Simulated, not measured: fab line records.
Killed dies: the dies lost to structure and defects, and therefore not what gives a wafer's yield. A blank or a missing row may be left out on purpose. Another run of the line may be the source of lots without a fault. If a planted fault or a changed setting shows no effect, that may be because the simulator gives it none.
Which tool was responsible? || flow berkeley cmos170 || 14 lots, 42 wafers sampled, at 4 steps of a route of 331

== WHAT EACH GAUGE READ, for each wafer ==
UCB170_SCREENOX_THK_MEAS_02.
{"lot": "L626", "measured": "day 6 06:31", "on": "film metro-01", "SCREENOX_OXIDE_THK (nm)": "14.34 14.75 14.20"}
{"lot": "L628", "measured": "day 6 17:37", "on": "film metro-01", "SCREENOX_OXIDE_THK (nm)": "14.57 14.65 14.37"}
{"lot": "L629", "measured": "day 6 17:40", "on": "film metro-01", "SCREENOX_OXIDE_THK (nm)": "14.80 14.59 14.51"}
{"lot": "L630", "measured": "day 6 17:37", "on": "film metro-03", "SCREENOX_OXIDE_THK (nm)": "14.63 14.59 14.55"}
{"lot": "L633", "measured": "day 7 21:43", "on": "film metro-03", "SCREENOX_OXIDE_THK (nm)": "23.16 23.12 23.11"}
{"lot": "L636", "measured": "day 7 21:43", "on": "film metro-03", "SCREENOX_OXIDE_THK (nm)": "22.86 22.54 23.18"}
{"lot": "L640", "measured": "day 9 03:01", "on": "film metro-04", "SCREENOX_OXIDE_THK (nm)": "14.68 14.40 14.35"}
{"lot": "L642", "measured": "day 9 09:42", "on": "film metro-04", "SCREENOX_OXIDE_THK (nm)": "13.97 14.32 14.34"}
{"lot": "L643", "measured": "day 9 09:42", "on": "film metro-01", "SCREENOX_OXIDE_THK (nm)": "14.34 14.07 14.35"}
{"lot": "L644", "measured": "day 9 19:25", "on": "film metro-01", "SCREENOX_OXIDE_THK (nm)": "14.25 14.10 14.11"}
{"lot": "L646", "measured": "day 10 11:12", "on": "film metro-04", "SCREENOX_OXIDE_THK (nm)": "14.15 14.02 14.07"}
{"lot": "L648", "measured": "day 10 11:13", "on": "film metro-03", "SCREENOX_OXIDE_THK (nm)": "13.92 14.34 14.15"}
{"lot": "L647", "measured": "day 10 11:13", "on": "film metro-01", "SCREENOX_OXIDE_THK (nm)": "14.51 14.50 14.69"}
{"lot": "L649", "measured": "day 11 00:44", "on": "film metro-04", "SCREENOX_OXIDE_THK (nm)": "14.02 14.12 14.03"}

UCB170_FIELD_THK_MEAS_91.
{"lot": "L626", "measured": "day 6 14:20", "on": "film metro-02", "FIELD_OXIDE_LEFT_2_THK (nm)": "344 345 347"}
{"lot": "L628", "measured": "day 7 03:40", "on": "film metro-03", "FIELD_OXIDE_LEFT_2_THK (nm)": "353 352 359"}
{"lot": "L629", "measured": "day 7 04:29", "on": "film metro-04", "FIELD_OXIDE_LEFT_2_THK (nm)": "341 333 344"}
{"lot": "L630", "measured": "day 7 03:23", "on": "film metro-04", "FIELD_OXIDE_LEFT_2_THK (nm)": "349 344 346"}
{"lot": "L633", "measured": "day 8 04:32", "on": "film metro-04", "FIELD_OXIDE_LEFT_2_THK (nm)": "348 349 350"}
{"lot": "L636", "measured": "day 8 05:11", "on": "film metro-02", "FIELD_OXIDE_LEFT_2_THK (nm)": "360 356 362"}
{"lot": "L640", "measured": "day 9 11:25", "on": "film metro-02", "FIELD_OXIDE_LEFT_2_THK (nm)": "345 351 358"}
{"lot": "L642", "measured": "day 9 22:15", "on": "film metro-04", "FIELD_OXIDE_LEFT_2_THK (nm)": "349 354 358"}
{"lot": "L643", "measured": "day 9 20:19", "on": "film metro-02", "FIELD_OXIDE_LEFT_2_THK (nm)": "345 356 355"}
{"lot": "L644", "measured": "day 10 05:10", "on": "film metro-04", "FIELD_OXIDE_LEFT_2_THK (nm)": "354 361 350"}
{"lot": "L646", "measured": "day 11 00:28", "on": "film metro-02", "FIELD_OXIDE_LEFT_2_THK (nm)": "341 334 347"}
{"lot": "L648", "measured": "day 11 00:46", "on": "film metro-02", "FIELD_OXIDE_LEFT_2_THK (nm)": "352 357 359"}
{"lot": "L647", "measured": "day 11 00:13", "on": "film metro-04", "FIELD_OXIDE_LEFT_2_THK (nm)": "354 339 350"}
{"lot": "L649", "measured": "day 11 13:11", "on": "film metro-03", "FIELD_OXIDE_LEFT_2_THK (nm)": "346 362 351"}

== WHAT TOOL EACH LOT RAN ON (gives the tool, then ch and the chambers of the sampled wafers, and finally the start) ==
{"lot": "L626", "UCB170_NWELL_STRIP_15": "plasma asher-04 ch 0,1, day 2 12:59", "UCB170_SCREENOX_OXIDATION_01": "furnace-02 ch 0, day 6 04:50"}
{"lot": "L628", "UCB170_NWELL_STRIP_15": "plasma asher-03 ch 0,1, day 2 22:45", "UCB170_SCREENOX_OXIDATION_01": "furnace-02 ch 0, day 6 15:56"}
{"lot": "L629", "UCB170_NWELL_STRIP_15": "plasma asher-01 ch 0,1, day 3 04:16", "UCB170_SCREENOX_OXIDATION_01": "furnace-02 ch 0, day 6 15:56"}
{"lot": "L630", "UCB170_NWELL_STRIP_15": "plasma asher-03 ch 0,1, day 3 09:58", "UCB170_SCREENOX_OXIDATION_01": "furnace-02 ch 0, day 6 15:56"}
{"lot": "L633", "UCB170_NWELL_STRIP_15": "plasma asher-03 ch 0,1, day 3 22:59", "UCB170_SCREENOX_OXIDATION_01": "furnace-02 ch 0, day 7 17:02"}
{"lot": "L636", "UCB170_NWELL_STRIP_15": "plasma asher-04 ch 0,1, day 4 14:26", "UCB170_SCREENOX_OXIDATION_01": "furnace-02 ch 0, day 7 17:02"}
{"lot": "L640", "UCB170_NWELL_STRIP_15": "plasma asher-03 ch 0,1, day 5 12:26", "UCB170_SCREENOX_OXIDATION_01": "furnace-01 ch 0, day 9 01:21"}
{"lot": "L642", "UCB170_NWELL_STRIP_15": "plasma asher-03 ch 0,1, day 5 17:39", "UCB170_SCREENOX_OXIDATION_01": "furnace-01 ch 0, day 9 08:01"}
{"lot": "L643", "UCB170_NWELL_STRIP_15": "plasma asher-01 ch 0,1, day 6 02:29", "UCB170_SCREENOX_OXIDATION_01": "furnace-01 ch 0, day 9 08:01"}
{"lot": "L644", "UCB170_NWELL_STRIP_15": "plasma asher-03 ch 0,1, day 6 10:37", "UCB170_SCREENOX_OXIDATION_01": "furnace-02 ch 0, day 9 17:44"}
{"lot": "L646", "UCB170_NWELL_STRIP_15": "plasma asher-03 ch 0,1, day 6 16:16", "UCB170_SCREENOX_OXIDATION_01": "furnace-04 ch 0, day 10 09:32"}
{"lot": "L648", "UCB170_NWELL_STRIP_15": "plasma asher-03 ch 0,1, day 6 21:59", "UCB170_SCREENOX_OXIDATION_01": "furnace-04 ch 0, day 10 09:32"}
{"lot": "L647", "UCB170_NWELL_STRIP_15": "plasma asher-01 ch 0,1, day 6 22:14", "UCB170_SCREENOX_OXIDATION_01": "furnace-04 ch 0, day 10 09:32"}
{"lot": "L649", "UCB170_NWELL_STRIP_15": "plasma asher-03 ch 0,1, day 7 09:47", "UCB170_SCREENOX_OXIDATION_01": "furnace-01 ch 0, day 10 23:04"}
- UCB170_NWELL_STRIP_15: strips in O2.
- UCB170_SCREENOX_OXIDATION_01: target thk 14.4 nm, ox time 2400 s.

== WHAT THE TOOLS THEMSELVES READ (means of the sampled wafers that have a number; where no wafer has one, the mark that the record gives instead) ==
UCB170_NWELL_STRIP_15.
{"lot": "L626", "tool": "plasma asher-04", "drypump motor current A (A)": 6.0, "oes product au (a.u.)": 0.721, "strip time to endpoint s (s)": 18.03}
{"lot": "L628", "tool": "plasma asher-03", "drypump motor current A (A)": 5.4, "oes product au (a.u.)": 0.718, "strip time to endpoint s (s)": 18.08}
{"lot": "L629", "tool": "plasma asher-01", "drypump motor current A (A)": 6.3, "oes product au (a.u.)": 0.727, "strip time to endpoint s (s)": 18.05}
{"lot": "L630", "tool": "plasma asher-03", "drypump motor current A (A)": 5.6, "oes product au (a.u.)": 0.721, "strip time to endpoint s (s)": 18.11}
{"lot": "L633", "tool": "plasma asher-03", "drypump motor current A (A)": 5.3, "oes product au (a.u.)": 0.722, "strip time to endpoint s (s)": 18.06}
{"lot": "L636", "tool": "plasma asher-04", "drypump motor current A (A)": 5.9, "oes product au (a.u.)": 0.721, "strip time to endpoint s (s)": 18.08}
{"lot": "L640", "tool": "plasma asher-03", "drypump motor current A (A)": 5.3, "oes product au (a.u.)": 0.717, "strip time to endpoint s (s)": 17.95}
{"lot": "L642", "tool": "plasma asher-03", "drypump motor current A (A)": 5.3, "oes product au (a.u.)": 0.719, "strip time to endpoint s (s)": 18.15}
{"lot": "L643", "tool": "plasma asher-01", "drypump motor current A (A)": 6.2, "oes product au (a.u.)": 0.723, "strip time to endpoint s (s)": 18.07}
{"lot": "L644", "tool": "plasma asher-03", "drypump motor current A (A)": 5.3, "oes product au (a.u.)": 0.720, "strip time to endpoint s (s)": 17.98}
{"lot": "L646", "tool": "plasma asher-03", "drypump motor current A (A)": 5.5, "oes product au (a.u.)": 0.723, "strip time to endpoint s (s)": 18.11}
{"lot": "L648", "tool": "plasma asher-03", "drypump motor current A (A)": 5.6, "oes product au (a.u.)": 0.724, "strip time to endpoint s (s)": 18.09}
{"lot": "L647", "tool": "plasma asher-01", "drypump motor current A (A)": 6.3, "oes product au (a.u.)": 0.718, "strip time to endpoint s (s)": 18.23}
{"lot": "L649", "tool": "plasma asher-03", "drypump motor current A (A)": 5.6, "oes product au (a.u.)": 0.721, "strip time to endpoint s (s)": 18.28}

UCB170_SCREENOX_OXIDATION_01.
{"lot": "L626", "tool": "furnace-02", "spike tc load C (C)": 929, "zone power load pct (%)": 26.9}
{"lot": "L628", "tool": "furnace-02", "spike tc load C (C)": 930, "zone power load pct (%)": 26.8}
{"lot": "L629", "tool": "furnace-02", "spike tc load C (C)": 928, "zone power load pct (%)": 26.6}
{"lot": "L630", "tool": "furnace-02", "spike tc load C (C)": 929, "zone power load pct (%)": 26.7}
{"lot": "L633", "tool": "furnace-02", "spike tc load C (C)": 929, "zone power load pct (%)": 26.7}
{"lot": "L636", "tool": "furnace-02", "spike tc load C (C)": 929, "zone power load pct (%)": 26.6}
{"lot": "L640", "tool": "furnace-01", "spike tc load C (C)": 926, "zone power load pct (%)": 28.5}
{"lot": "L642", "tool": "furnace-01", "spike tc load C (C)": 927, "zone power load pct (%)": 28.9}
{"lot": "L643", "tool": "furnace-01", "spike tc load C (C)": 927, "zone power load pct (%)": 28.9}
{"lot": "L644", "tool": "furnace-02", "spike tc load C (C)": 929, "zone power load pct (%)": 26.6}
{"lot": "L646", "tool": "furnace-04", "spike tc load C (C)": 921, "zone power load pct (%)": 26.1}
{"lot": "L648", "tool": "furnace-04", "spike tc load C (C)": 922, "zone power load pct (%)": 26.5}
{"lot": "L647", "tool": "furnace-04", "spike tc load C (C)": 922, "zone power load pct (%)": 26.1}
{"lot": "L649", "tool": "furnace-01", "spike tc load C (C)": 927, "zone power load pct (%)": 29.0}

== THE ANSWER, worked out from the rows above alone ==
Rule: the lots themselves supply what counts as usual. Put in order of their means at a reading, lots are off if they are a third of the lots or fewer, leave a main group of 4 or more, and stand apart from it by a gap of 3 or more times the standard deviation of the main group's means; of several such gaps the widest counts. The tables above print the reading to a certain number of digits; a main group whose means all agree to those digits is not used. A lot without any number at a reading at which 4 lots or more have one is off too. The other lots that the step has rows for count as sound. After the gauges, taken in route order, come the tools' own readings; for these a lot's mean is taken, as printed above. The first step at which some lot is off is used, and at that step the reading that is off furthest; a lot without a number counts as furthest.
Off: L633, L636, at UCB170_SCREENOX_THK_MEAS_02 (SCREENOX_OXIDE_THK). Mean 14.34 nm and standard deviation 0.21 in the main group.
A tool fits if, at a process step before that reading, it ran every lot that is off, and no sound lot after the first of them. Gauges at UCB170_SCREENOX_THK_MEAS_02: tried the same way as those tools. Of those tried, none fits.

== WHAT THE SIMULATOR HAD PUT IN ==
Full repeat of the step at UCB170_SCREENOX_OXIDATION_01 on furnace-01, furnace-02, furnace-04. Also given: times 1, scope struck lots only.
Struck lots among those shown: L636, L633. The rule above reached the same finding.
